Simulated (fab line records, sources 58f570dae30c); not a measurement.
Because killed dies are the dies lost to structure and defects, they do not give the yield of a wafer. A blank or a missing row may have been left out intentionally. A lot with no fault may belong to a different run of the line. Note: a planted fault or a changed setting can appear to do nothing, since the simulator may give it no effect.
Which tool did it? || flow berkeley_cmos170 || 14 lots with 42 wafers sampled at 5 steps, on a route of 331 steps

== WHAT THE GAUGES SHOWED, per wafer ==
UCB170_ACTIVE_THK_MEAS_03.
{"lot": "L975", "measured": "day 4 15:08", "on": "film_metro-04", "ACTIVE_OXIDE_THK (nm)": "26.2 25.8 26.5"}
{"lot": "L976", "measured": "day 4 15:10", "on": "film_metro-02", "ACTIVE_OXIDE_THK (nm)": "26.6 26.8 26.3"}
{"lot": "L979", "measured": "day 5 07:01", "on": "film_metro-02", "ACTIVE_OXIDE_THK (nm)": "26.8 27.1 27.1"}
{"lot": "L980", "measured": "day 5 07:01", "on": "film_metro-01", "ACTIVE_OXIDE_THK (nm)": "27.0 26.5 26.6"}
{"lot": "L981", "measured": "day 5 19:38", "on": "film_metro-01", "ACTIVE_OXIDE_THK (nm)": "27.1 27.1 26.9"}
{"lot": "L982", "measured": "day 5 19:41", "on": "film_metro-01", "ACTIVE_OXIDE_THK (nm)": "26.7 26.8 26.5"}
{"lot": "L988", "measured": "day 7 03:25", "on": "film_metro-04", "ACTIVE_OXIDE_THK (nm)": "26.1 26.4 26.2"}
{"lot": "L989", "measured": "day 7 10:23", "on": "film_metro-04", "ACTIVE_OXIDE_THK (nm)": "26.4 26.3 26.2"}
{"lot": "L991", "measured": "day 8 02:45", "on": "film_metro-04", "ACTIVE_OXIDE_THK (nm)": "26.5 26.4 26.6"}
{"lot": "L992", "measured": "day 8 10:52", "on": "film_metro-04", "ACTIVE_OXIDE_THK (nm)": "26.3 27.2 26.8"}
{"lot": "L995", "measured": "day 8 15:58", "on": "film_metro-01", "ACTIVE_OXIDE_THK (nm)": "25.5 26.2 26.2"}
{"lot": "L996", "measured": "day 8 22:46", "on": "film_metro-04", "ACTIVE_OXIDE_THK (nm)": "26.8 26.7 26.8"}
{"lot": "L997", "measured": "day 8 22:46", "on": "film_metro-01", "ACTIVE_OXIDE_THK (nm)": "27.1 27.1 27.2"}
{"lot": "L998", "measured": "day 9 10:16", "on": "film_metro-02", "ACTIVE_OXIDE_THK (nm)": "26.7 27.1 27.1"}

UCB170_PVT_TW_MEAS_09.
{"lot": "L975", "measured": "day 6 16:56", "on": "film_metro-03", "PVT_TW": "522 518 519"}
{"lot": "L976", "measured": "day 6 17:23", "on": "film_metro-03", "PVT_TW": "522 518 520"}
{"lot": "L979", "measured": "day 7 09:07", "on": "film_metro-04", "PVT_TW": "512 511 510"}
{"lot": "L980", "measured": "day 7 08:51", "on": "film_metro-04", "PVT_TW": "511 510 508"}
{"lot": "L981", "measured": "day 7 22:05", "on": "film_metro-04", "PVT_TW": "487 483 484"}
{"lot": "L982", "measured": "day 7 21:32", "on": "film_metro-02", "PVT_TW": "467 468 472"}
{"lot": "L988", "measured": "day 9 08:44", "on": "film_metro-04", "PVT_TW": "510 508 506"}
{"lot": "L989", "measured": "day 9 09:06", "on": "film_metro-02", "PVT_TW": "499 501 499"}
{"lot": "L991", "measured": "day 10 01:25", "on": "film_metro-04", "PVT_TW": "513 513 510"}
{"lot": "L992", "measured": "day 10 12:34", "on": "film_metro-03", "PVT_TW": "522 518 519"}
{"lot": "L995", "measured": "day 10 12:58", "on": "film_metro-03", "PVT_TW": "521 517 521"}
{"lot": "L996", "measured": "day 10 23:24", "on": "film_metro-04", "PVT_TW": "509 514 515"}
{"lot": "L997", "measured": "day 10 23:31", "on": "film_metro-03", "PVT_TW": "521 521 519"}
{"lot": "L998", "measured": "day 11 06:25", "on": "film_metro-04", "PVT_TW": "508 506 507"}

UCB170_GATE_CD_MEAS_12: target cd 350 nm.
{"lot": "L975", "measured": "day 7 08:13", "on": "cd_sem-01", "cd_nm (nm)": "349.0 348.5 348.8"}
{"lot": "L976", "measured": "day 7 08:26", "on": "cd_sem-01", "cd_nm (nm)": "352.0 350.8 351.0"}
{"lot": "L979", "measured": "day 7 21:42", "on": "cd_sem-02", "cd_nm (nm)": "346.7 348.0 347.8"}
{"lot": "L980", "measured": "day 7 21:26", "on": "cd_sem-01", "cd_nm (nm)": "350.8 350.6 349.6"}
{"lot": "L981", "measured": "day 8 12:49", "on": "cd_sem-01", "cd_nm (nm)": "349.4 349.7 349.6"}
{"lot": "L982", "measured": "day 8 13:06", "on": "cd_sem-01", "cd_nm (nm)": "349.5 347.9 349.0"}
{"lot": "L988", "measured": "day 9 22:24", "on": "cd_sem-01", "cd_nm (nm)": "351.1 351.1 350.6"}
{"lot": "L989", "measured": "day 9 22:07", "on": "cd_sem-02", "cd_nm (nm)": "351.7 352.8 351.4"}
{"lot": "L991", "measured": "day 10 15:35", "on": "cd_sem-01", "cd_nm (nm)": "349.1 349.8 349.6"}
{"lot": "L992", "measured": "day 11 01:25", "on": "cd_sem-02", "cd_nm (nm)": "350.5 351.0 350.1"}
{"lot": "L995", "measured": "day 11 01:32", "on": "cd_sem-01", "cd_nm (nm)": "348.6 349.4 349.2"}
{"lot": "L996", "measured": "day 11 14:33", "on": "cd_sem-01", "cd_nm (nm)": "350.4 350.3 348.7"}
{"lot": "L997", "measured": "day 11 14:50", "on": "cd_sem-01", "cd_nm (nm)": "351.5 351.9 351.0"}
{"lot": "L998", "measured": "day 11 19:58", "on": "cd_sem-01", "cd_nm (nm)": "349.4 348.7 349.8"}

== WHAT TOOL EACH LOT RAN ON (gives the tool, then ch and the chambers of the sampled wafers, and finally the start) ==
{"lot": "L975", "UCB170_PFIELD_STRIP_08": "plasma_asher-02 ch 0,1, day 5 06:41", "UCB170_PVT_IMPLANT_07": "implanter-01 ch 0, day 6 16:43"}
{"lot": "L976", "UCB170_PFIELD_STRIP_08": "plasma_asher-01 ch 0,1, day 5 06:40", "UCB170_PVT_IMPLANT_07": "implanter-02 ch 0, day 6 17:08"}
{"lot": "L979", "UCB170_PFIELD_STRIP_08": "plasma_asher-02 ch 0,1, day 5 21:54", "UCB170_PVT_IMPLANT_07": "implanter-01 ch 0, day 7 08:52"}
{"lot": "L980", "UCB170_PFIELD_STRIP_08": "plasma_asher-04 ch 0,1, day 5 21:37", "UCB170_PVT_IMPLANT_07": "implanter-03 ch 0, day 7 08:36"}
{"lot": "L981", "UCB170_PFIELD_STRIP_08": "plasma_asher-02 ch 0,1, day 6 06:59", "UCB170_PVT_IMPLANT_07": "implanter-01 ch 0, day 7 21:51"}
{"lot": "L982", "UCB170_PFIELD_STRIP_08": "plasma_asher-01 ch 0,1, day 6 07:37", "UCB170_PVT_IMPLANT_07": "implanter-01 ch 0, day 7 21:18"}
{"lot": "L988", "UCB170_PFIELD_STRIP_08": "plasma_asher-04 ch 0,1, day 7 15:16", "UCB170_PVT_IMPLANT_07": "implanter-02 ch 0, day 9 08:31"}
{"lot": "L989", "UCB170_PFIELD_STRIP_08": "plasma_asher-01 ch 0,1, day 7 21:20", "UCB170_PVT_IMPLANT_07": "implanter-02 ch 0, day 9 08:50"}
{"lot": "L991", "UCB170_PFIELD_STRIP_08": "plasma_asher-01 ch 0,1, day 8 14:13", "UCB170_PVT_IMPLANT_07": "implanter-02 ch 0, day 10 01:10"}
{"lot": "L992", "UCB170_PFIELD_STRIP_08": "plasma_asher-04 ch 0,1, day 9 00:22", "UCB170_PVT_IMPLANT_07": "implanter-03 ch 0, day 10 12:20"}
{"lot": "L995", "UCB170_PFIELD_STRIP_08": "plasma_asher-01 ch 0,1, day 9 01:54", "UCB170_PVT_IMPLANT_07": "implanter-02 ch 0, day 10 12:34"}
{"lot": "L996", "UCB170_PFIELD_STRIP_08": "plasma_asher-01 ch 0,1, day 9 11:13", "UCB170_PVT_IMPLANT_07": "implanter-01 ch 0, day 10 23:09"}
{"lot": "L997", "UCB170_PFIELD_STRIP_08": "plasma_asher-01 ch 0,1, day 9 10:52", "UCB170_PVT_IMPLANT_07": "implanter-02 ch 0, day 10 23:17"}
{"lot": "L998", "UCB170_PFIELD_STRIP_08": "plasma_asher-02 ch 0,1, day 9 21:07", "UCB170_PVT_IMPLANT_07": "implanter-01 ch 0, day 11 06:10"}
- UCB170_PFIELD_STRIP_08: strips in O2.
- UCB170_PVT_IMPLANT_07

== WHAT THE TOOLS THEMSELVES READ (means of the sampled wafers that have a number; where no wafer has one, the mark that the record gives instead) ==
UCB170_PFIELD_STRIP_08.
{"lot": "L975", "tool": "plasma_asher-02", "drypump_motor_current_A (A)": 5.4, "o2_flow_sccm (sccm)": 399.8, "oes_product_au (a.u.)": 0.739, "strip_time_to_endpoint_s (s)": 21.57}
{"lot": "L976", "tool": "plasma_asher-01", "drypump_motor_current_A (A)": 5.9, "o2_flow_sccm (sccm)": 400.5, "oes_product_au (a.u.)": 0.735, "strip_time_to_endpoint_s (s)": 21.61}
{"lot": "L979", "tool": "plasma_asher-02", "drypump_motor_current_A (A)": 5.4, "o2_flow_sccm (sccm)": 399.1, "oes_product_au (a.u.)": 0.737, "strip_time_to_endpoint_s (s)": 21.65}
{"lot": "L980", "tool": "plasma_asher-04", "drypump_motor_current_A (A)": 5.1, "o2_flow_sccm (sccm)": 398.9, "oes_product_au (a.u.)": 0.727, "strip_time_to_endpoint_s (s)": 21.64}
{"lot": "L981", "tool": "plasma_asher-02", "drypump_motor_current_A (A)": 5.7, "o2_flow_sccm (sccm)": 399.4, "oes_product_au (a.u.)": 0.729, "strip_time_to_endpoint_s (s)": 21.60}
{"lot": "L982", "tool": "plasma_asher-01", "drypump_motor_current_A (A)": 6.2, "o2_flow_sccm (sccm)": 400.3, "oes_product_au (a.u.)": 0.736, "strip_time_to_endpoint_s (s)": 21.69}
{"lot": "L988", "tool": "plasma_asher-04", "drypump_motor_current_A (A)": 5.6, "o2_flow_sccm (sccm)": 400.2, "oes_product_au (a.u.)": 0.733, "strip_time_to_endpoint_s (s)": 21.57}
{"lot": "L989", "tool": "plasma_asher-01", "drypump_motor_current_A (A)": 6.2, "o2_flow_sccm (sccm)": 400.3, "oes_product_au (a.u.)": 0.737, "strip_time_to_endpoint_s (s)": 21.60}
{"lot": "L991", "tool": "plasma_asher-01", "drypump_motor_current_A (A)": 5.9, "o2_flow_sccm (sccm)": 400.3, "oes_product_au (a.u.)": 0.734, "strip_time_to_endpoint_s (s)": 21.62}
{"lot": "L992", "tool": "plasma_asher-04", "drypump_motor_current_A (A)": 5.1, "o2_flow_sccm (sccm)": 399.7, "oes_product_au (a.u.)": 0.737, "strip_time_to_endpoint_s (s)": 21.59}
{"lot": "L995", "tool": "plasma_asher-01", "drypump_motor_current_A (A)": 6.2, "o2_flow_sccm (sccm)": 398.4, "oes_product_au (a.u.)": 0.732, "strip_time_to_endpoint_s (s)": 21.68}
{"lot": "L996", "tool": "plasma_asher-01", "drypump_motor_current_A (A)": 6.2, "o2_flow_sccm (sccm)": 400.1, "oes_product_au (a.u.)": 0.730, "strip_time_to_endpoint_s (s)": 21.65}
{"lot": "L997", "tool": "plasma_asher-01", "drypump_motor_current_A (A)": 5.8, "o2_flow_sccm (sccm)": 400.6, "oes_product_au (a.u.)": 0.737, "strip_time_to_endpoint_s (s)": 21.54}
{"lot": "L998", "tool": "plasma_asher-02", "drypump_motor_current_A (A)": 5.4, "o2_flow_sccm (sccm)": 400.0, "oes_product_au (a.u.)": 0.732, "strip_time_to_endpoint_s (s)": 21.44}

UCB170_PVT_IMPLANT_07.
{"lot": "L975", "tool": "implanter-01", "beam_energy_keV": 29.998, "dose_ions_cm2": 1.9990e+12}
{"lot": "L976", "tool": "implanter-02", "beam_energy_keV": 30.013, "dose_ions_cm2": 1.9997e+12}
{"lot": "L979", "tool": "implanter-01", "beam_energy_keV": 30.010, "dose_ions_cm2": 2.0016e+12}
{"lot": "L980", "tool": "implanter-03", "beam_energy_keV": 30.004, "dose_ions_cm2": 2.0005e+12}
{"lot": "L981", "tool": "implanter-01", "beam_energy_keV": 24.597, "dose_ions_cm2": 1.9998e+12}
{"lot": "L982", "tool": "implanter-01", "beam_energy_keV": 24.611, "dose_ions_cm2": 1.9992e+12}
{"lot": "L988", "tool": "implanter-02", "beam_energy_keV": 30.013, "dose_ions_cm2": 1.9973e+12}
{"lot": "L989", "tool": "implanter-02", "beam_energy_keV": 29.992, "dose_ions_cm2": 2.0001e+12}
{"lot": "L991", "tool": "implanter-02", "beam_energy_keV": 30.003, "dose_ions_cm2": 1.9974e+12}
{"lot": "L992", "tool": "implanter-03", "beam_energy_keV": 29.998, "dose_ions_cm2": 2.0007e+12}
{"lot": "L995", "tool": "implanter-02", "beam_energy_keV": 29.984, "dose_ions_cm2": 2.0010e+12}
{"lot": "L996", "tool": "implanter-01", "beam_energy_keV": 30.012, "dose_ions_cm2": 2.0021e+12}
{"lot": "L997", "tool": "implanter-02", "beam_energy_keV": 30.011, "dose_ions_cm2": 1.9991e+12}
{"lot": "L998", "tool": "implanter-01", "beam_energy_keV": 30.004, "dose_ions_cm2": 2.0000e+12}

== THE ANSWER, worked out from the rows above alone ==
Rule: the lots themselves supply what counts as usual. Put in order of their means at a reading, lots are off if they are a third of the lots or fewer, leave a main group of 4 or more, and stand apart from it by a gap of 3 or more times the standard deviation of the main group's means; of several such gaps the widest counts. Not used: any main group whose means are identical at the precision the tables above print for the reading. Also off: a lot with no number at a reading for which 4 or more lots have one. Where the step has rows for the other lots, those lots are counted as sound. After the gauges, taken in route order, come the tools' own readings; for these a lot's mean is taken, as printed above. At the first step where some lot is off, the reading lying furthest off is the one used; lots without a number count as furthest.
Off, at UCB170_PVT_IMPLANT_07 on beam_energy_keV: L981, L982. For the main group the mean is 30.004 and the standard deviation 0.0088.
If a tool, at that step or one of the process steps before it, ran each lot that is off and ran no sound lot following the first of them, it fits. Not one of the candidates tried fits.

== WHAT WAS PUT IN BY THE SIMULATOR ==
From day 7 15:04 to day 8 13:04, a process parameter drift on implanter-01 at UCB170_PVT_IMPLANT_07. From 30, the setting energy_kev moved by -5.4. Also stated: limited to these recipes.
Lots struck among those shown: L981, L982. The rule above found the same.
